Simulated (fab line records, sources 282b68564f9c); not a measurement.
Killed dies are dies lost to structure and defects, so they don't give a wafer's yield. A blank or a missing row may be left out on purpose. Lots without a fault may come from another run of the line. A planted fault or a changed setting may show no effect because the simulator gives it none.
fab line records | flow rit_cmos
record lots=6 wafers=18 last_day=6
route steps=202 shown PSD@144 SDANNEAL@153 NSD@158 PLDD@159 NLDD@160 M1@202
lots that met no fault: from a run of the same line without faults
start_h: hours from the record's first day to the start of the lot's first wafer shown | wait_h: hours since the lot's step before | " the same as in the row above | L1.1+2: a row that stands for several wafers | - no value, or no start given | * or withheld: withheld | < > ~ a bound
route shown NAME@n: a module of which the file shows steps, and the number in the route of the first | usual: mean/standard deviation of fault-free wafers | same: alike in all rows | chamber/n: place in a boat | sites: the reading at each site | _std_site: their standard deviation | _edge_site: outer sites' mean less inner sites' | radius_mm: how far each site lies from the wafer's centre | mask NAME#n: copy n | behind: the tool/chamber that last shaped the wafer | hold: why the lot was held/for how many hours/how that ended | device: the transistor (n, p or np) that didn't switch | end of line: the same wafers' tests at the end of the route | a step without rows: its recipe alone | killed: dies lost to structure and defects at the first sort, not the wafer's yield | map: a wafer's dies, x killed, . not, _ none there
set.NAME: the setting as run; set.NAME@STEP: as run at that earlier step | model.NAME: the simulator's own value behind a step, which no gauge read
lots at some steps of the route; a table a step, a row a wafer
services: from which hour (start_h, from the record's first day; less than 0 if before it) a tool's chamber was out of use, for how many hours, and why
## steps
# step RIT_PSD_SOFTBAKE_02
# recipe resist=NOVOLAK temp_c=90 time_s=60
# step RIT_PSD_EXPOSE_03
# recipe mask_id=M10 na=0.57 target_cd_nm=40900 dose_mj=250
# step RIT_PSD_PEB_04
# recipe resist=NOVOLAK temp_c=withheld time_s=withheld
# step RIT_PSD_DEVELOP_05
# recipe resist=NOVOLAK develop_time_s=50 dev_temp_c=23
# step RIT_PSD_OVL_MEAS_06
# usual PSD_OVL=1.1/1.7
# columns lot.wafer tool chamber start_h wait_h PSD_OVL[nm]
L240.3 overlay-01 - 59.73 - 1.8
L240.5 " - " " 1.0
L240.6 " - " " 0.4
L241.2 overlay-01 - 64.84 - 3.9
L241.4 " - " " 0.4
L241.6 " - " " 2.7
L247.2 overlay-02 - 93.05 - 1.6
L247.4 " - " " 3.3
L247.5 " - " " 2.5
L249.2 overlay-02 - 105.71 - 2.0
L249.3 " - " " 1.8
L249.4 " - " " 0.1
L252.1 overlay-02 - 120.39 - 1.7
L252.2 " - " " 3.1
L252.5 " - " " -0.1
L257.2 overlay-01 - 145.03 - -1.0
L257.4 " - " " -0.5
L257.5 " - " " -0.8
# step RIT_PSD_HARDBAKE_07
# recipe resist=NOVOLAK temp_c=140 time_s=60
# step RIT_PSD_IMPLANT_08
# recipe species=BF2 energy_kev=27 dose_cm2=5e+15 tilt_deg=7
# step RIT_PSD_STRIP_09
# recipe chemistry=O2 time_s=180 resist=NOVOLAK platen_temp_c=withheld power_w=500 pressure_mtorr=4000 o2_flow_sccm=4000
# usual drypump_motor_current_A=5.8/0.38
# columns lot.wafer tool chamber start_h wait_h drypump_motor_current_A rf_hours_counter_h
L240.3 plasma_asher-04 0 60.12 0.1 6.4 -
L240.5 " 1 " " 5.2 -
L240.6 " 0 " " 6.3 -
L241.2 plasma_asher-02 1 65.19 0.1 6.2 43
L241.4 " 0 " " 5.4 -
L241.6 " 0 " " 5.4 -
L247.2 plasma_asher-02 1 93.38 0.1 6.2 46
L247.4 " 1 " " 6.1 -
L247.5 " 1 " " 6.1 -
L249.2 plasma_asher-02 0 106.04 0.1 5.4 47
L249.3 " 1 " " 6.1 -
L249.4 " 0 " " 5.4 -
L252.1 plasma_asher-02 0 120.73 0.1 5.4 0
L252.2 " 1 " " 6.2 0
L252.5 " 1 " " 6.2 -
L257.2 plasma_asher-04 0 145.36 0.1 6.3 35
L257.4 " 1 " " 5.2 -
L257.5 " 1 " " 5.2 -
# step RIT_PSD_TW_MEAS_10
# usual PSD_TW=3406/34
# columns lot.wafer tool chamber start_h wait_h PSD_TW
L240.3 film_metro-02 - 60.25 0.1 3464
L240.5 " - " " 3479
L240.6 " - " " 3475
L241.2 film_metro-01 - 65.37 0.1 3380
L241.4 " - " " 3390
L241.6 " - " " 3390
L247.2 film_metro-01 - 93.57 0.1 3384
L247.4 " - " " 3370
L247.5 " - " " 3372
L249.2 film_metro-01 - 106.22 0.1 3396
L249.3 " - " " 3390
L249.4 " - " " 3374
L252.1 film_metro-01 - 120.90 0.1 3372
L252.2 " - " " 3379
L252.5 " - " " 3359
L257.2 film_metro-01 - 145.54 0.1 3380
L257.4 " - " " 3398
L257.5 " - " " 3362
# step RIT_SDANNEAL_CLEAN_00
# recipe chemistry=SC1 mix=3:3:50 time_s=600 temp_c=75
# step RIT_SDANNEAL_CLEAN_01
# recipe chemistry=dHF dilution=50:1 time_s=30
# step RIT_SDANNEAL_CLEAN_02
# recipe chemistry=SC2 mix=3:3:50 time_s=600 temp_c=75 dry=n2_spin
# step RIT_SDANNEAL_RTA_03
# recipe temp_c=1050 time_s=5 idle_temp_c=600 ramp_up_c_per_s=342 ramp_down_c_per_s=171 cool_to_c=600 ambient=N2
# usual wafer_temp_C_max=1053.5/1.1
# columns lot.wafer tool chamber start_h wait_h wafer_temp_C_max
L240.3 rtp_anneal-02 0 61.09 0.0 1054.5
L240.5 " 0 " " 1056.6
L240.6 " 0 " " 1051.2
L241.2 rtp_anneal-01 0 65.82 0.0 1054.0
L241.4 " 0 " " 1051.8
L241.6 " 0 " " 1053.4
L247.2 rtp_anneal-01 0 93.99 0.0 1045.0
L247.4 " 0 " " 1044.3
L247.5 " 0 " " 1045.0
L249.2 rtp_anneal-01 0 106.67 0.0 1045.0
L249.3 " 0 " " 1044.8
L249.4 " 0 " " 1045.4
L252.1 rtp_anneal-02 0 121.33 0.0 1053.0
L252.2 " 0 " " 1052.8
L252.5 " 0 " " 1052.8
L257.2 rtp_anneal-02 0 145.97 0.0 1055.0
L257.4 " 0 " " 1052.1
L257.5 " 0 " " 1053.8
# step RIT_SDANNEAL_RS_MEAS_04
# recipe thk_meas_gauge=four-point-probe
# usual PSD_RS=115.95/0.26
# columns lot.wafer tool chamber start_h wait_h PSD_RS[ohm/sq]
L240.3 film_metro-03 - 61.17 0.1 115.91
L240.5 " - " " 116.04
L240.6 " - " " 116.02
L241.2 film_metro-01 - 65.89 0.1 116.05
L241.4 " - " " 116.15
L241.6 " - " " 116.15
L247.2 film_metro-01 - 94.06 0.1 121.75
L247.4 " - " " 121.85
L247.5 " - " " 121.87
L249.2 film_metro-02 - 106.74 0.1 121.68
L249.3 " - " " 121.75
L249.4 " - " " 121.55
L252.1 film_metro-03 - 121.39 0.0 115.89
L252.2 " - " " 116.04
L252.5 " - " " 115.93
L257.2 film_metro-02 - 146.04 0.1 116.10
L257.4 " - " " 115.96
L257.5 " - " " 116.52
# step RIT_SDANNEAL_RS_MEAS_05
# recipe thk_meas_gauge=four-point-probe
# usual NSD_RS=84.58/0.26
# columns lot.wafer tool chamber start_h wait_h NSD_RS[ohm/sq]
L240.3 film_metro-03 - 61.29 0.1 84.50
L240.5 " - " " 84.30
L240.6 " - " " 84.38
L241.2 film_metro-01 - 66.01 0.1 84.63
L241.4 " - " " 84.87
L241.6 " - " " 84.61
L247.2 film_metro-01 - 94.18 0.1 85.16
L247.4 " - " " 84.75
L247.5 " - " " 85.21
L249.2 film_metro-02 - 106.86 0.1 84.39
L249.3 " - " " 84.69
L249.4 " - " " 84.50
L252.1 film_metro-03 - 121.51 0.1 84.32
L252.2 " - " " 84.45
L252.5 " - " " 84.45
L257.2 film_metro-02 - 146.16 0.1 85.04
L257.4 " - " " 85.26
L257.5 " - " " 84.67
# step RIT_SDANNEAL_RS_MEAS_06
# recipe thk_meas_gauge=four-point-probe
# usual PLDD_RS=178.6/0.46
# columns lot.wafer tool chamber start_h wait_h PLDD_RS[ohm/sq]
L240.3 film_metro-03 - 61.41 0.1 178.1
L240.5 " - " " 178.8
L240.6 " - " " 178.4
L241.2 film_metro-01 - 66.13 0.1 178.7
L241.4 " - " " 178.5
L241.6 " - " " 178.6
L247.2 film_metro-01 - 94.30 0.1 184.2
L247.4 " - " " 184.6
L247.5 " - " " 184.5
L249.2 film_metro-02 - 106.98 0.1 183.0
L249.3 " - " " 183.6
L249.4 " - " " 183.5
L252.1 film_metro-03 - 121.63 0.1 178.5
L252.2 " - " " 178.9
L252.5 " - " " 178.4
L257.2 film_metro-02 - 146.28 0.1 179.6
L257.4 " - " " 179.2
L257.5 " - " " 179.3
# step RIT_SDANNEAL_RS_MEAS_07
# recipe thk_meas_gauge=four-point-probe
# usual NLDD_RS=151.5/0.52
# columns lot.wafer tool chamber start_h wait_h NLDD_RS[ohm/sq]
L240.3 film_metro-03 - 61.53 0.1 151.2
L240.5 " - " " 151.3
L240.6 " - " " 151.3
L241.2 film_metro-01 - 66.25 0.1 152.3
L241.4 " - " " 152.2
L241.6 " - " " 152.5
L247.2 film_metro-01 - 94.42 0.1 151.7
L247.4 " - " " 151.7
L247.5 " - " " 151.9
L249.2 film_metro-02 - 107.10 0.1 152.0
L249.3 " - " " 151.8
L249.4 " - " " 152.1
L252.1 film_metro-03 - 121.75 0.1 151.4
L252.2 " - " " 151.4
L252.5 " - " " 150.9
L257.2 film_metro-02 - 146.40 0.1 151.7
L257.4 " - " " 152.1
L257.5 " - " " 151.3
# step RIT_M1_PROBE_99
# usual killed_at_contacts=0.1/0.27 killed_at_front_end=6.4/2.9 killed_dies=6.5/3 killed_open=3.3/1.9 killed_short=3.2/1.7
# same gross_dies=264 killed_at_M0_to_M3=0 killed_at_M4_up=0 killed_at_back_side=0 killed_at_other=0
# columns lot.wafer tool chamber start_h wait_h killed_at_contacts killed_at_front_end killed_dies killed_open killed_short model.etest.pmos_turned.r_on_ohm_um model.etest.contact_pplus.end_ohm_um model.etest.contact_nplus.end_ohm_um model.etest.vpnp.gain model.etest.diode_pplus_comb.cj_ff_um2 model.etest.diode_pplus_nwell.cj_ff_um2 model.etest.cap_p_gate.vfb_v
L240.3 prober-02 - 68.68 0.2 0 3 3 2 1 3743 43.49 41.57 1.043 1.993 1.709 0.9646
L240.5 prober-02 - 68.78 0.2 0 11 11 4 7 3700 44.43 41.14 1.019 2.011 1.708 0.9652
L240.6 prober-02 - 68.83 0.2 0 6 6 3 3 3650 44.23 41.58 1.039 2.003 1.713 0.9652
L241.2 prober-01 - 73.54 0.1 0 7 7 4 3 3696 43.95 41.55 1.056 1.999 1.698 0.9664
L241.4 prober-01 - 73.64 0.2 0 5 5 4 1 3717 43.05 41.07 1.059 2.001 1.712 0.9615
L241.6 prober-01 - 73.74 0.2 0 8 8 2 6 3791 44.08 40.41 1.054 1.998 1.697 0.9664
L247.2 prober-01 - 101.60 0.1 0 7 7 6 1 3680 45.21 39.23 0.9877 1.926 1.622 0.9569
L247.4 prober-01 - 101.70 0.2 0 6 6 4 2 3679 45.62 38.03 1.004 1.907 1.614 0.9546
L247.5 prober-01 - 101.75 0.2 0 2 2 0 2 3654 45.46 38.29 1.006 1.91 1.613 0.961
L249.2 prober-01 - 115.01 0.1 1 7 8 4 4 3702 44.93 38.81 0.9921 1.915 1.627 0.9565
L249.3 prober-01 - 115.06 0.2 0 6 6 4 2 3844 45.07 37.92 0.9842 1.926 1.641 0.9565
L249.4 prober-01 - 115.11 0.2 0 9 9 6 3 3860 43.81 38.81 1.019 1.934 1.625 0.9588
L252.1 prober-02 - 128.64 0.1 0 5 5 2 3 3312 44.18 40.81 1.046 2.023 1.708 0.964
L252.2 prober-02 - 128.69 0.1 0 6 6 1 5 3150 44.44 40.18 1.002 2.012 1.724 0.9708
L252.5 prober-02 - 128.84 0.2 0 3 3 1 2 3205 45.15 39.07 1.002 2.022 1.735 0.9671
L257.2 prober-01 - 153.68 0.1 0 0 0 0 0 3573 46.73 44.5 1.007 2.017 1.713 0.9628
L257.4 prober-01 - 153.78 0.2 1 4 5 2 3 3617 46.78 43.6 1.023 2.023 1.701 0.9676
L257.5 prober-01 - 153.83 0.2 0 6 6 3 3 3610 44.62 42.16 1.043 2.022 1.691 0.959
# killed by level:class
L240.3 FOX1:geometric_particle:short=1 FOX1:geometric_particle:open=1 SPACER:geometric_particle:open=1
L240.5 FOX1:geometric_particle:open=2 GATE:geometric_particle:short=2 SPACER:geometric_particle:short=2 SILICIDE:geometric_particle:short=2 REOX:geometric_particle:short=1 REOX:geometric_particle:open=1 SILICIDE:geometric_particle:open=1
L240.6 ACTIVE:geometric_particle:short=1 FOX1:geometric_particle:short=1 FOX1:geometric_particle:open=1 GATE:geometric_particle:open=1 SPACER:geometric_particle:short=1 SILICIDE:geometric_particle:open=1
L241.2 GATE:geometric_particle:open=3 FOX1:geometric_particle:short=1 SPACER:geometric_particle:open=1 SPACER:geometric_particle:short=1 SILICIDE:geometric_particle:short=1
L241.4 GATE:geometric_particle:open=3 GATE:geometric_particle:short=1 SILICIDE:geometric_particle:open=1
L241.6 GATE:geometric_particle:short=4 GATE:geometric_particle:open=2 FOX1:geometric_particle:short=1 REOX:geometric_particle:short=1
L247.2 GATE:geometric_particle:open=2 SPACER:geometric_particle:open=2 FOX1:geometric_particle:open=1 FOX1:geometric_particle:short=1 REOX:geometric_particle:open=1
L247.4 GATE:geometric_particle:short=2 SILICIDE:geometric_particle:open=2 GATE:geometric_particle:open=1 SPACER:geometric_particle:open=1
L247.5 FOX1:geometric_particle:short=1 SILICIDE:geometric_particle:short=1
L249.2 FOX1:geometric_particle:open=2 FOX2:geometric_particle:open=2 SILICIDE:geometric_particle:short=2 GATE:geometric_particle:short=1 CONTACT:geometric_particle:short=1
L249.3 ACTIVE:geometric_particle:open=1 FOX2:geometric_particle:short=1 GATE:geometric_particle:open=1 REOX:geometric_particle:open=1 SPACER:geometric_particle:open=1 SILICIDE:geometric_particle:short=1
L249.4 GATE:geometric_particle:short=3 GATE:geometric_particle:open=2 REOX:geometric_particle:open=2 SILICIDE:geometric_particle:open=2
L252.1 GATE:geometric_particle:short=3 SPACER:geometric_particle:open=1 SILICIDE:geometric_particle:open=1
L252.2 GATE:geometric_particle:short=3 FOX1:geometric_particle:short=2 GATE:geometric_particle:open=1
L252.5 FOX1:geometric_particle:short=2 GATE:geometric_particle:open=1
L257.2
L257.4 FOX1:geometric_particle:open=1 GATE:geometric_particle:short=1 GATE:geometric_particle:open=1 SILICIDE:geometric_particle:short=1 CONTACT:geometric_particle:short=1
L257.5 SPACER:geometric_particle:short=2 FOX2:geometric_particle:open=1 REOX:geometric_particle:short=1 REOX:geometric_particle:open=1 SILICIDE:geometric_particle:open=1
## services
# columns tool chamber start_h hours kind
plasma_asher-02 - 108.75 9.0 pm
plasma_asher-02 0 108.75 9.0 vent_cycle
plasma_asher-02 1 108.75 9.0 vent_cycle
plasma_asher-02 0 117.75 - clean
plasma_asher-02 1 117.75 - clean
rtp_anneal-02 - 143.50 1.0 pm
## key
first_sign step=RIT_SDANNEAL_RTA_03 reading=wafer_temp_C_max direction=down sigmas=7.8 usual=* struck=*
effect step=RIT_SDANNEAL_RS_MEAS_04 reading=PSD_RS direction=up sigmas=22 usual=115.95 struck=121.74
effect step=RIT_SDANNEAL_RS_MEAS_06 reading=PLDD_RS direction=up sigmas=12 usual=178.6 struck=183.9
model_effect step=RIT_M1_PROBE_99 value=etest.pmos_turned.r_on_ohm_um without=3547 struck=3736
met_at RIT_SDANNEAL_RTA_03
struck_wafers L247.2,L247.4,L247.5,L249.2,L249.3,L249.4
tester_left_out L247,L249
onset_between 65.82 93.99
fault kind=process_parameter_drift tool=rtp_anneal-01 chamber=- onset_h=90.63 steps=RIT_SDANNEAL_RTA_03 channel=temp_c offset=* shape=step end_h=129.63 acts_in=* stated=*
# tester_left_out: of these lots the tester's yield and bins aren't shown, on N5 and GAA mostly nor the transistor test; their killed dies are dies lost to structure and defects alone, not to doping, threshold or leakage, so they don't give the yield
